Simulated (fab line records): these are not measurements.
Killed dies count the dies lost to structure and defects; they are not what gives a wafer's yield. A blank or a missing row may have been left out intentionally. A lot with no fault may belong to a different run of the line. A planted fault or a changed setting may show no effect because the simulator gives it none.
fab line records	flow berkeleyCmos170	part 1 of 2: steps 1 to 29 of 42
record: lots: 5	wafers: 15	lastDay: 11
route steps=331 shown M2@285 V2@292 M3@309
lots that met no fault: from a run of the same line without faults
startH: hours from the record's opening day to when the first of the lot's shown wafers began	waitH: hours since the lot's step before	" identical to the entry in the row above	L1.1+2: one row covering several wafers at once	- no value, or no start was given	* or withheld: withheld	< > ~ a bound
route shown NAME@n: names a module that has steps shown in the file, with the first one's number in the route	usual: mean/standard deviation of fault-free wafers	same: alike in all rows	chamber/n: place in a boat	sites: per-site readings	_std_site: standard deviation across them	_edge_site: the outer-site mean with the inner-site mean subtracted	radiusMm: how far each site lies from the wafer's centre	mask NAME#n: copy n	behind: the most recent tool/chamber to have shaped the wafer	hold: why the lot went on hold/how many hours it stayed there/how the hold came to an end	device: names the non-switching transistor (n, p or np)	end of line: the same wafers' tests at the end of the route	a step given without rows: its recipe and nothing more	killed: not the wafer's yield, but the dies lost to structure and defects at the first sort	map: shows each die of a wafer: x if killed, . if not, _ if none is there
set.NAME: the setting that was run; set.NAME@STEP: the one run at that earlier step	model.NAME: the simulator's own value behind a step, which no gauge read
a table for each step, a row for each wafer; lots at some steps of the route
services: a tool's chamber out of use, with start hour (startH, from the record's first day; less than 0 if before it), hours out, and reason
== steps ==
step: UCB170_M2_DEVELOP_14
recipe: developer: TMAH	developTimeS: 45	resist: KrF	devTempC: 21
lot.wafer	tool	chamber	startH	waitH
L083.1+3+4	lithoTrack-04	0	-	-
L087.1+2+3	lithoTrack-04	0	-	-
L092.3+4+6	lithoTrack-01	0	-	-
L091.1+3+6	lithoTrack-02	0	-	-
L095.3+4+6	lithoTrack-02	0	-	-
step: UCB170_M2_CD_MEAS_15
recipe: targetCdNm: 700
usual: cdNm: 699.7/1.2
lot.wafer	tool	chamber	startH	waitH	cdNm
L083.1	cdSem-01	-	200.83	-	700.2
L083.3	"	-	"	"	700.3
L083.4	"	-	"	"	700.9
L087.1	cdSem-02	-	220.50	-	699.6
L087.2	"	-	"	"	700.1
L087.3	"	-	"	"	699.6
L092.3	cdSem-02	-	237.27	-	701.6
L092.4	"	-	"	"	700.0
L092.6	"	-	"	"	697.6
L091.1	cdSem-01	-	237.62	-	698.8
L091.3	"	-	"	"	698.1
L091.6	"	-	"	"	699.7
L095.3	cdSem-01	-	257.40	-	698.7
L095.4	"	-	"	"	697.9
L095.6	"	-	"	"	697.9
step: UCB170_M2_OVL_MEAS_16
usual: M2_OVL: 3/5.3
lot.wafer	tool	chamber	startH	waitH	M2_OVL[nm]
L083.1	overlay-02	-	200.95	0.1	-3
L083.3	"	-	"	"	-3
L083.4	"	-	"	"	-6
L087.1	overlay-01	-	220.62	0.1	8
L087.2	"	-	"	"	3
L087.3	"	-	"	"	5
L092.3	overlay-02	-	237.36	0.1	6
L092.4	"	-	"	"	3
L092.6	"	-	"	"	5
L091.1	overlay-01	-	237.74	0.1	6
L091.3	"	-	"	"	-2
L091.6	"	-	"	"	-5
L095.3	overlay-02	-	257.49	0.1	7
L095.4	"	-	"	"	6
L095.6	"	-	"	"	1
step: UCB170_M2_ETCH_17
recipe: chemistry: N2/H2	targetDepthA: withheld	overetchA: withheld	target: BARC	timeS: withheld	sourceW: 500	biasW: 100	pressureMtorr: 30	n2FlowSccm: 100	h2FlowSccm: 200
usual: drypumpMotorCurrentA: 5.9/0.42	n2FlowSccm: 100.0/0.31	oesProductAu: 1.008/0.02	throttleValvePct: 13.29/0.15
lot.wafer	tool	chamber	startH	waitH	drypumpMotorCurrentA	n2FlowSccm	oesProductAu	throttleValvePct
L083.1	rieDiel-01	0	200.98	0.0	6.7	99.5	1.000	13.52
L083.3	"	3	"	"	6.3	100.4	1.020	13.32
L083.4	"	2	"	"	6.7	99.5	1.038	13.02
L087.1	rieDiel-02	1	220.65	0.0	5.7	99.9	1.005	13.21
L087.2	"	0	"	"	5.7	99.5	0.992	13.02
L087.3	"	3	"	"	6.7	100.2	0.983	13.36
L092.3	rieDiel-02	1	237.38	0.0	5.7	100.1	1.001	13.22
L092.4	"	2	"	"	5.4	99.5	0.954	13.38
L092.6	"	0	"	"	5.7	99.6	0.999	13.03
L091.1	rieDiel-03	0	237.78	0.0	5.9	100.0	1.007	13.33
L091.3	"	2	"	"	5.5	99.5	1.016	13.26
L091.6	"	1	"	"	5.7	100.1	0.993	13.35
L095.3	rieDiel-01	0	257.51	0.0	6.7	99.8	1.028	13.50
L095.4	"	2	"	"	6.7	100.0	1.028	13.03
L095.6	"	3	"	"	6.3	99.6	1.023	13.32
step: UCB170_M2_METAL_ETCH_18
recipe: chemistry: Cl2/BCl3	target: Al	stopOn: SiO2	pressureMtorr: 12	targetDepthA: 11700	overEtchFrac: 0.3	timeS: 195	icpW: 600	biasW: 120	Cl2_flow_sccm: 90	bcl3FlowSccm: 45
usual: bcl3FlowSccm: 44.97/0.13	drypumpMotorCurrentA: 5.6/0.45	oesProductAu: 0.858/0.017	throttleValvePct: 24.36/0.2
lot.wafer	tool	chamber	startH	waitH	bcl3FlowSccm	drypumpMotorCurrentA	oesProductAu	rfHoursCounterH	throttleValvePct
L083.1	rieMetal-01	0	201.02	-	45.10	4.8	0.876	1	24.76
L083.3	"	1	"	"	45.01	5.7	0.839	-	24.38
L083.4	"	0	"	"	44.95	4.9	0.884	-	24.76
L087.1	rieMetal-02	0	220.69	-	44.99	5.6	0.863	4	24.08
L087.2	"	1	"	"	44.96	6.3	0.846	6	24.21
L087.3	"	0	"	"	44.94	5.5	0.846	-	24.11
L092.3	rieMetal-01	1	237.49	-	45.19	5.7	0.846	-	24.40
L092.4	"	0	"	"	45.05	4.8	0.888	-	24.77
L092.6	"	1	"	"	45.15	5.6	0.850	-	24.39
L091.1	rieMetal-03	1	237.82	-	45.16	6.0	0.881	4	24.34
L091.3	"	1	"	"	45.06	6.0	0.878	-	24.35
L091.6	"	1	"	"	45.19	6.1	0.874	-	24.35
L095.3	rieMetal-03	1	257.62	-	44.84	6.0	0.889	-	24.35
L095.4	"	0	"	"	45.22	5.5	0.856	-	24.27
L095.6	"	1	"	"	45.02	6.0	0.884	-	24.36
step: UCB170_M2_STRIP_19
recipe: chemistry: O2	powerW: 400	pressureMtorr: 3500	platenTempC: withheld	o2FlowSccm: 400	overashFraction: 0.5
usual: drypumpMotorCurrentA: 5.9/0.5	oesProductAu: 0.543/0.012
lot.wafer	tool	chamber	startH	waitH	drypumpMotorCurrentA	oesProductAu	rfHoursCounterH
L083.1	plasmaAsher-01	0	201.21	0.1	5.1	0.537	49
L083.3	"	0	"	"	5.1	0.546	-
L083.4	"	1	"	"	6.2	0.538	-
L087.1	plasmaAsher-01	0	220.88	0.1	5.1	0.561	52
L087.2	"	1	"	"	6.2	0.544	52
L087.3	"	1	"	"	6.2	0.555	-
L092.3	plasmaAsher-02	0	237.65	0.1	5.3	0.541	-
L092.4	"	1	"	"	6.4	0.548	-
L092.6	"	0	"	"	5.3	0.547	-
L091.1	plasmaAsher-04	1	238.01	0.1	5.9	0.525	14
L091.3	"	1	"	"	5.9	0.524	-
L091.6	"	0	"	"	6.2	0.518	-
L095.3	plasmaAsher-02	1	257.78	0.1	6.4	0.525	-
L095.4	"	0	"	"	5.3	0.552	-
L095.6	"	0	"	"	5.3	0.531	-
step: UCB170_M2_CD_MEAS_90
recipe: targetCdNm: 700
usual: cdNm: 701.2/2.2
lot.wafer	tool	chamber	startH	waitH	cdNm
L083.1	cdSem-01	-	201.37	0.1	701.3
L083.3	"	-	"	"	703.3
L083.4	"	-	"	"	702.1
L087.1	cdSem-02	-	220.98	0.1	697.7
L087.2	"	-	"	"	694.6
L087.3	"	-	"	"	698.4
L092.3	cdSem-02	-	237.75	0.1	706.5
L092.4	"	-	"	"	703.5
L092.6	"	-	"	"	700.2
L091.1	cdSem-01	-	238.11	0.1	698.6
L091.3	"	-	"	"	698.5
L091.6	"	-	"	"	698.4
L095.3	cdSem-02	-	257.88	0.1	699.4
L095.4	"	-	"	"	700.9
L095.6	"	-	"	"	699.3
step: UCB170_V2_CVD_00
recipe: material: SiO2	targetThkNm: 2000	tempC: 390	precursor: TEOS/O2	timeS: 250	rfW: 550	pressureMtorr: 9000
usual: heaterPowerW: 264/55	pressureMtorr: 9000/19
lot.wafer	tool	chamber	startH	waitH	heaterPowerW	pressureMtorr
L083.1	pecvd-01	1	201.49	0.1	215	9007
L083.3	"	2	"	"	205	9020
L083.4	"	2	"	"	249	9007
L087.1	pecvd-01	2	221.10	0.1	234	9007
L087.2	"	1	"	"	249	9000
L087.3	"	0	"	"	358	8977
L092.3	pecvd-02	2	237.83	0.1	324	9012
L092.4	"	0	"	"	317	9008
L092.6	"	2	"	"	255	8990
L091.1	pecvd-01	1	238.23	0.1	242	9016
L091.3	"	0	"	"	341	8986
L091.6	"	0	"	"	261	8998
L095.3	pecvd-04	1	257.96	0.1	367	8986
L095.4	"	2	"	"	309	9009
L095.6	"	0	"	"	153	9010
step: UCB170_V2_THK_MEAS_01
recipe: reads: SiO2_of_V2_CVD_00
usual: V2_TEOS_THK: 1997/22
lot.wafer	tool	chamber	startH	waitH	V2_TEOS_THK[nm]
L083.1	filmMetro-01	-	201.65	0.1	1974
L083.3	"	-	"	"	2001
L083.4	"	-	"	"	2001
L087.1	filmMetro-03	-	221.26	0.1	1957
L087.2	"	-	"	"	1979
L087.3	"	-	"	"	1947
L092.3	filmMetro-03	-	238.01	0.1	1977
L092.4	"	-	"	"	1973
L092.6	"	-	"	"	2018
L091.1	filmMetro-03	-	238.38	0.1	1954
L091.3	"	-	"	"	1957
L091.6	"	-	"	"	1992
L095.3	filmMetro-01	-	258.14	0.1	1988
L095.4	"	-	"	"	2039
L095.6	"	-	"	"	2049
step: UCB170_V2_CMP_02
recipe: material: SiO2	downForcePsi: 6	platenRpm: 60	padVelocityMS: 0.75398
usual: motorCurrentA: 16.3/1.3
lot.wafer	tool	chamber	startH	waitH	motorCurrentA
L083.3	cmp-01	0	201.71	0.0	18.2
L083.4	"	1	"	"	15.5
L083.1	"	3	"	"	14.5
L087.1	cmp-02	2	221.37	0.1	16.9
L087.3	"	3	"	"	15.6
L087.2	"	0	"	"	14.2
L092.4	cmp-02	0	238.05	0.0	14.0
L092.3	"	2	"	"	17.4
L092.6	"	0	"	"	14.6
L091.1	cmp-02	1	238.54	0.1	15.7
L091.3	"	2	"	"	17.6
L091.6	"	3	"	"	17.0
L095.3	cmp-02	1	258.25	0.1	15.8
L095.4	"	2	"	"	17.1
L095.6	"	1	"	"	15.7
step: UCB170_V2_BOW_MEAS_03
recipe: mode: bow
usual: V2_BOW: 37/7.2
lot.wafer	tool	chamber	startH	waitH	V2_BOW[um]
L083.1	filmMetro-03	-	202.01	0.1	35
L083.3	"	-	"	"	36
L083.4	"	-	"	"	35
L087.1	filmMetro-01	-	221.62	0.2	40
L087.2	"	-	"	"	39
L087.3	"	-	"	"	24
L092.3	filmMetro-01	-	238.39	0.2	24
L092.4	"	-	"	"	43
L092.6	"	-	"	"	38
L091.1	filmMetro-04	-	238.74	0.1	43
L091.3	"	-	"	"	30
L091.6	"	-	"	"	26
L095.3	filmMetro-03	-	258.54	0.2	46
L095.4	"	-	"	"	45
L095.6	"	-	"	"	34
step: UCB170_V2_THK_MEAS_04
recipe: reads: SiO2_of_V2_CVD_00
usual: V2_POLISHED_THK: 999.9/0.92
lot.wafer	tool	chamber	startH	waitH	V2_POLISHED_THK[nm]
L083.1	filmMetro-03	-	202.13	0.1	999.7
L083.3	"	-	"	"	1001.1
L083.4	"	-	"	"	1000.0
L087.1	filmMetro-01	-	221.74	0.1	1000.1
L087.2	"	-	"	"	998.5
L087.3	"	-	"	"	1000.2
L092.3	filmMetro-01	-	238.49	0.1	1000.1
L092.4	"	-	"	"	999.1
L092.6	"	-	"	"	1000.3
L091.1	filmMetro-04	-	238.86	0.1	1000.1
L091.3	"	-	"	"	999.7
L091.6	"	-	"	"	1000.6
L095.3	filmMetro-03	-	258.64	0.1	1000.5
L095.4	"	-	"	"	998.8
L095.6	"	-	"	"	998.9
step: UCB170_V2_CLEAN_05
recipe: chemistry: DIW
lot.wafer	tool	chamber	startH	waitH
L083.1+3+4	wetBench-02	3	202.19	0.1
L087.1+2+3	wetBench-02	2	221.80	0.1
L092.3+4+6	wetBench-04	0	238.53	0.0
L091.1+3+6	wetBench-02	3	238.92	0.1
L095.3+4+6	wetBench-02	2	258.68	0.0
step: UCB170_V2_HMDS_06
recipe: primeTimeS: 60	primeTempC: 100
lot.wafer	tool	chamber	startH	waitH
L083.1+3+4	lithoTrack-01	0	202.63	0.3
L087.1+2+3	lithoTrack-04	0	221.97	0.0
L092.3+4+6	lithoTrack-01	0	238.79	0.1
L091.1+3+6	lithoTrack-04	0	239.11	0.0
L095.3+4+6	lithoTrack-01	0	258.99	0.1
step: UCB170_V2_COAT_07
recipe: resist: KrF	spinRpm: 1500	resistThkNm: 900
lot.wafer	tool	chamber	startH	waitH
L083.1+3+4	lithoTrack-01	0	202.78	0.1
L087.1+2+3	lithoTrack-04	0	222.12	0.1
L092.3+4+6	lithoTrack-01	0	238.94	0.1
L091.1+3+6	lithoTrack-04	0	239.26	0.1
L095.3+4+6	lithoTrack-01	0	259.14	0.1
step: UCB170_V2_SOFTBAKE_08
recipe: resist: KrF	tempC: 130	timeS: 60
lot.wafer	tool	chamber	startH	waitH
L083.1+3+4	lithoTrack-01	0	202.93	0.1
L087.1+2+3	lithoTrack-04	0	222.27	0.1
L092.3+4+6	lithoTrack-01	0	239.09	0.1
L091.1+3+6	lithoTrack-04	0	239.41	0.1
L095.3+4+6	lithoTrack-01	0	259.29	0.1
step: UCB170_V2_EXPOSE_09
recipe: maskId: VIA2	targetCdNm: 700	na: 0.5	sigmaOuter: 0.6	sourceShape: conventional	doseMj: 37
lot.wafer	tool	chamber	startH	waitH	mask
L083.1+3+4	krfScanner-01	0	203.08	0.1	VIA2#0
L087.1+2+3	krfScanner-01	0	222.55	0.2	VIA2#0
L092.3+4+6	krfScanner-02	0	239.23	0.1	VIA2#0
L091.1+3+6	krfScanner-02	0	239.56	0.1	VIA2#0
L095.3+4+6	krfScanner-01	0	259.43	0.1	VIA2#0
step: UCB170_V2_PEB_10
recipe: pebTempC: 130	pebTimeS: withheld	resist: KrF
lot.wafer	tool	chamber	startH	waitH
L083.1+3+4	lithoTrack-03	0	203.34	0.2
L087.1+2+3	lithoTrack-04	0	222.66	0.1
L092.3+4+6	lithoTrack-01	0	239.35	0.1
L091.1+3+6	lithoTrack-01	0	239.68	0.1
L095.3+4+6	lithoTrack-03	0	259.66	0.2
step: UCB170_V2_DEVELOP_11
recipe: developer: TMAH	developTimeS: 45	resist: KrF	devTempC: 21
lot.wafer	tool	chamber	startH	waitH
L083.1+3+4	lithoTrack-03	0	-	-
L087.1+2+3	lithoTrack-04	0	-	-
L092.3+4+6	lithoTrack-01	0	-	-
L091.1+3+6	lithoTrack-01	0	-	-
L095.3+4+6	lithoTrack-03	0	-	-
step: UCB170_V2_CD_MEAS_12
recipe: targetCdNm: 700
usual: cdNm: 699.9/1.4
lot.wafer	tool	chamber	startH	waitH	cdNm
L083.1	cdSem-02	-	203.67	-	701.9
L083.3	"	-	"	"	702.1
L083.4	"	-	"	"	700.7
L087.1	cdSem-02	-	222.94	-	700.1
L087.2	"	-	"	"	700.1
L087.3	"	-	"	"	699.9
L092.3	cdSem-02	-	239.62	-	701.0
L092.4	"	-	"	"	701.4
L092.6	"	-	"	"	700.6
L091.1	cdSem-02	-	239.95	-	701.4
L091.3	"	-	"	"	700.6
L091.6	"	-	"	"	699.7
L095.3	cdSem-01	-	259.93	-	700.9
L095.4	"	-	"	"	699.8
L095.6	"	-	"	"	699.3
step: UCB170_V2_OVL_MEAS_13
usual: V2_OVL: -1/5.5
lot.wafer	tool	chamber	startH	waitH	V2_OVL[nm]
L083.1	overlay-02	-	203.79	0.1	4
L083.3	"	-	"	"	10
L083.4	"	-	"	"	6
L087.1	overlay-02	-	223.06	0.1	-8
L087.2	"	-	"	"	-10
L087.3	"	-	"	"	-9
L092.3	overlay-02	-	239.71	0.1	-4
L092.4	"	-	"	"	-10
L092.6	"	-	"	"	-10
L091.1	overlay-02	-	240.07	0.1	-1
L091.3	"	-	"	"	1
L091.6	"	-	"	"	1
L095.3	overlay-02	-	260.02	0.1	7
L095.4	"	-	"	"	3
L095.6	"	-	"	"	9
step: UCB170_V2_ETCH_14
recipe: chemistry: CHF3/CF4/Ar	target: SiO2	stopOn: Al	CHF3_flow_sccm: 45	cf4FlowSccm: 15	Ar_flow_sccm: 150	pressureMtorr: 200	rfW: 700	targetDepthA: 12500	overEtchFrac: 0.25	timeS: 291
usual: drypumpMotorCurrentA: 5.9/0.61	oesProductAu: 0.874/0.015	throttleValvePct: 6.92/0.13
lot.wafer	tool	chamber	startH	waitH	drypumpMotorCurrentA	oesProductAu	rfHoursCounterH	throttleValvePct
L083.1	rieDiel-02	0	203.82	0.0	5.7	0.873	85	6.78
L083.3	"	1	"	"	5.7	0.884	79	6.88
L083.4	"	2	"	"	5.4	0.847	70	7.04
L087.1	rieDiel-01	1	223.10	0.0	5.3	0.883	80	6.73
L087.2	"	2	"	"	6.6	0.897	15	6.78
L087.3	"	3	"	"	6.3	0.877	67	7.01
L092.3	rieDiel-02	2	239.73	0.0	5.4	0.846	73	7.03
L092.4	"	1	"	"	5.7	0.879	81	6.88
L092.6	"	1	"	"	5.7	0.870	-	6.87
L091.1	rieDiel-01	0	240.11	0.0	6.7	0.902	0	7.03
L091.3	"	2	"	"	6.6	0.891	16	6.79
L091.6	"	3	"	"	6.3	0.879	-	7.03
L095.3	rieDiel-04	2	260.04	0.0	6.7	0.872	57	6.80
L095.4	"	1	"	"	5.6	0.879	84	6.77
L095.6	"	3	"	"	6.3	0.877	-	7.07
step: UCB170_V2_STRIP_15
recipe: chemistry: O2	powerW: 400	pressureMtorr: 3500	platenTempC: withheld	o2FlowSccm: 400	overashFraction: 0.5
usual: drypumpMotorCurrentA: 5.8/0.47	oesProductAu: 0.722/0.0046	stripTimeToEndpointS: 15.34/0.077
lot.wafer	tool	chamber	startH	waitH	drypumpMotorCurrentA	oesProductAu	rfHoursCounterH	stripTimeToEndpointS
L083.1	plasmaAsher-04	1	204.00	0.1	5.9	0.720	10	15.19
L083.3	"	1	"	"	5.9	0.717	-	15.35
L083.4	"	0	"	"	6.2	0.718	-	15.31
L087.1	plasmaAsher-04	1	223.27	0.1	6.0	0.716	12	15.39
L087.2	"	0	"	"	6.2	0.723	12	15.24
L087.3	"	1	"	"	6.0	0.722	-	15.40
L092.3	plasmaAsher-02	0	239.95	0.1	5.3	0.724	-	15.47
L092.4	"	1	"	"	6.4	0.718	-	15.44
L092.6	"	0	"	"	5.3	0.720	-	15.50
L091.1	plasmaAsher-04	0	240.29	0.1	6.2	0.727	14	15.20
L091.3	"	1	"	"	5.9	0.720	-	15.17
L091.6	"	1	"	"	6.0	0.716	-	15.12
L095.3	plasmaAsher-03	0	260.25	0.1	5.2	0.720	-	15.27
L095.4	"	1	"	"	5.4	0.723	-	15.45
L095.6	"	1	"	"	5.3	0.726	-	15.32
step: UCB170_V2_CD_MEAS_90
recipe: targetCdNm: 700
usual: cdNm: 700.0/1.4
lot.wafer	tool	chamber	startH	waitH	cdNm
L083.1	cdSem-02	-	204.10	0.1	701.6
L083.3	"	-	"	"	702.4
L083.4	"	-	"	"	700.7
L087.1	cdSem-02	-	223.37	0.1	699.6
L087.2	"	-	"	"	701.4
L087.3	"	-	"	"	700.8
L092.3	cdSem-01	-	240.05	0.1	700.7
L092.4	"	-	"	"	701.5
L092.6	"	-	"	"	700.9
L091.1	cdSem-01	-	240.39	0.1	702.0
L091.3	"	-	"	"	701.4
L091.6	"	-	"	"	700.0
L095.3	cdSem-01	-	260.36	0.1	700.8
L095.4	"	-	"	"	699.4
L095.6	"	-	"	"	698.5
step: UCB170_M3_PRE_CLEAN_00
recipe: gas: Ar	precleanEtchTimeS: 60
lot.wafer	tool	chamber	startH	waitH
L083.1+3+4	pvdSputter-01	-	204.22	0.1
L087.1+2+3	pvdSputter-04	-	223.49	0.1
L092.3+4+6	pvdSputter-04	-	240.13	0.1
L091.1+3+6	pvdSputter-03	-	240.51	0.1
L095.3+4+6	pvdSputter-01	-	260.44	0.1
step: UCB170_M3_SPUTTER_01
recipe: material: Al	targetThkNm: 900	timeS: 120	powerW: 6000	chamberPressurePa: 0.5
usual: throttleValvePct: 30.0/1.2
lot.wafer	tool	chamber	startH	waitH	throttleValvePct
L083.1	pvdSputter-01	-	204.29	0.0	31.6
L083.3	"	-	"	"	29.1
L083.4	"	-	"	"	28.7
L087.1	pvdSputter-04	-	223.56	0.0	30.9
L087.2	"	-	"	"	32.2
L087.3	"	-	"	"	28.6
L092.3	pvdSputter-04	-	240.20	0.0	32.0
L092.4	"	-	"	"	30.6
L092.6	"	-	"	"	30.5
L091.1	pvdSputter-03	-	240.57	0.0	28.7
L091.3	"	-	"	"	30.8
L091.6	"	-	"	"	28.8
L095.3	pvdSputter-01	-	260.51	0.0	28.5
L095.4	"	-	"	"	31.4
L095.6	"	-	"	"	29.3
step: UCB170_M3_RS_MEAS_02
recipe: thkMeasGauge: four-point-probe	reads: Al_of_M3_SPUTTER_01
usual: M3_AL_RS: 0.0321/0.0003
lot.wafer	tool	chamber	startH	waitH	M3_AL_RS[ohm/sq]
L083.1	filmMetro-01	-	204.37	0.0	0.0319
L083.3	"	-	"	"	0.0320
L083.4	"	-	"	"	0.0318
L087.1	filmMetro-02	-	223.64	0.0	0.0317
L087.2	"	-	"	"	0.0318
L087.3	"	-	"	"	0.0319
L092.3	filmMetro-01	-	240.32	0.1	0.0317
L092.4	"	-	"	"	0.0316
L092.6	"	-	"	"	0.0315
L091.1	filmMetro-04	-	240.66	0.0	0.0323
L091.3	"	-	"	"	0.0323
L091.6	"	-	"	"	0.0322
L095.3	filmMetro-02	-	260.64	0.1	0.0324
L095.4	"	-	"	"	0.0321
L095.6	"	-	"	"	0.0323
step: UCB170_M3_THK_MEAS_03
recipe: thkMeasGauge: xrf	reads: Al_of_M3_SPUTTER_01
usual: M3_AL_THK: 895/11
lot.wafer	tool	chamber	startH	waitH	M3_AL_THK[nm]
L083.1	filmMetro-01	-	204.49	0.1	890
L083.3	"	-	"	"	886
L083.4	"	-	"	"	897
L087.1	filmMetro-02	-	223.76	0.1	902
L087.2	"	-	"	"	899
L087.3	"	-	"	"	895
L092.3	filmMetro-01	-	240.42	0.1	907
L092.4	"	-	"	"	910
L092.6	"	-	"	"	911
L091.1	filmMetro-04	-	240.78	0.1	894
L091.3	"	-	"	"	898
L091.6	"	-	"	"	896
L095.3	filmMetro-02	-	260.74	0.1	883
L095.4	"	-	"	"	882
L095.6	"	-	"	"	885
step: UCB170_M3_HMDS_04
recipe: primeTimeS: 60	primeTempC: 100
lot.wafer	tool	chamber	startH	waitH
L083.1+3+4	lithoTrack-04	0	204.64	0.1
L087.1+2+3	lithoTrack-03	0	223.82	0.1
L092.3+4+6	lithoTrack-04	0	240.51	0.1
L091.1+3+6	lithoTrack-04	0	240.91	0.1
L095.3+4+6	lithoTrack-03	0	260.83	0.1
